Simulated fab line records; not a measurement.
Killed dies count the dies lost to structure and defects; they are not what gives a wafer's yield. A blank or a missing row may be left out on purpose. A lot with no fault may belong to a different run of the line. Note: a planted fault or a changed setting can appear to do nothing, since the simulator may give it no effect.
Split-lot experiment ; flow rit-cmos ; on a route of 202 steps: 5 lots, 23 wafers read

## ABOUT THE SPLIT
At RIT_ACTIVE_CVD_03 (deposits Si3N4 from SiH2Cl2/NH3, target thk 150 nm, time 1500 s), the setting time-s was moved away from the recipe's 1500 s on 15 of the 23 wafers read, by -12.7% to +5.5%. This setting was run at the recipe's value on the other wafers.

No step appears in the file between the split and the reading.

## THE READING
ACTIVE_NITRIDE_THK, in nm, at RIT_ACTIVE_THK_MEAS_04. Fault-free wafers of this fab line usually give 150.0 nm, standard deviation 1.3 nm.

wafer;tool, chamber at the split;time-s as run, s;against the recipe;ACTIVE_NITRIDE_THK, nm;against lot-mates on the recipe
L075.2;-, -;1500;recipe;149.8;-
L075.3;-, -;1500;recipe;150.7;-
L075.4;-, -;1500;recipe;149.8;-
L075.5;-, -;1500;recipe;150.8;-
L075.6;-, -;1500;recipe;150.6;-
L076.1;-, -;1424;-5.1%;141.7;no lot-mate on the recipe
L076.2;-, -;1424;-5.1%;142.5;no lot-mate on the recipe
L076.3;-, -;1424;-5.1%;141.0;no lot-mate on the recipe
L076.4;-, -;1424;-5.1%;140.6;no lot-mate on the recipe
L076.5;-, -;1424;-5.1%;142.2;no lot-mate on the recipe
L080.1;lpcvd-02, 1;1500;recipe;149.6;-
L080.2;lpcvd-02, 1;1500;recipe;150.5;-
L080.5;lpcvd-02, 1;1500;recipe;150.9;-
L081.2;-, -;1309;-12.7%;129.7;no lot-mate on the recipe
L081.3;-, -;1309;-12.7%;129.7;no lot-mate on the recipe
L081.4;-, -;1309;-12.7%;128.8;no lot-mate on the recipe
L081.5;-, -;1309;-12.7%;129.7;no lot-mate on the recipe
L081.6;-, -;1309;-12.7%;129.9;no lot-mate on the recipe
L083.1;-, -;1582;+5.5%;157.7;no lot-mate on the recipe
L083.3;-, -;1582;+5.5%;157.3;no lot-mate on the recipe
L083.4;-, -;1582;+5.5%;158.7;no lot-mate on the recipe
L083.5;-, -;1582;+5.5%;156.0;no lot-mate on the recipe
L083.6;-, -;1582;+5.5%;158.1;no lot-mate on the recipe

THE FIT
A straight line over all 23 wafers: ACTIVE_NITRIDE_THK changes by +1.56 nm for each +1% of time-s; r = +1.00; the points scatter about the line by 0.85 nm.
Too few moved wafers with a lot-mate on the recipe to fit a line net of each lot's own level.

## THE WHOLE CHAIN: every reading that the file lists as answering this split, in the file's order
step;what it does;reading;change (the file's fit);r (the file's)
RIT_ACTIVE_CVD_03;deposits Si3N4 from SiH2Cl2/NH3, target thk 150 nm, time 1500 s;Si3N4_of_ACTIVE_CVD_03.thk-nm (the simulator's own value, which no gauge read);+1.56 nm for each +1% of the setting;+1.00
RIT_ACTIVE_THK_MEAS_04;;ACTIVE_NITRIDE_THK;+1.56 for each +1% of the setting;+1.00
RIT_ACTIVE_ETCH_13;etches Si3N4 in SF6, stops on SiO2, time 210 s, target depth 210 nm;etch.depth-nm (the simulator's own value, which no gauge read);+1.56 nm for each +1% of the setting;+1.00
RIT_ACTIVE_ETCH_13;etches Si3N4 in SF6, stops on SiO2, time 210 s, target depth 210 nm;ACTIVE.feature-depth-nm (the simulator's own value, which no gauge read);+1.67 nm for each +1% of the setting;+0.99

## THE FILE'S OWN FIT
ACTIVE_NITRIDE_THK changes by +1.56 nm for each +1% of time-s, r = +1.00.
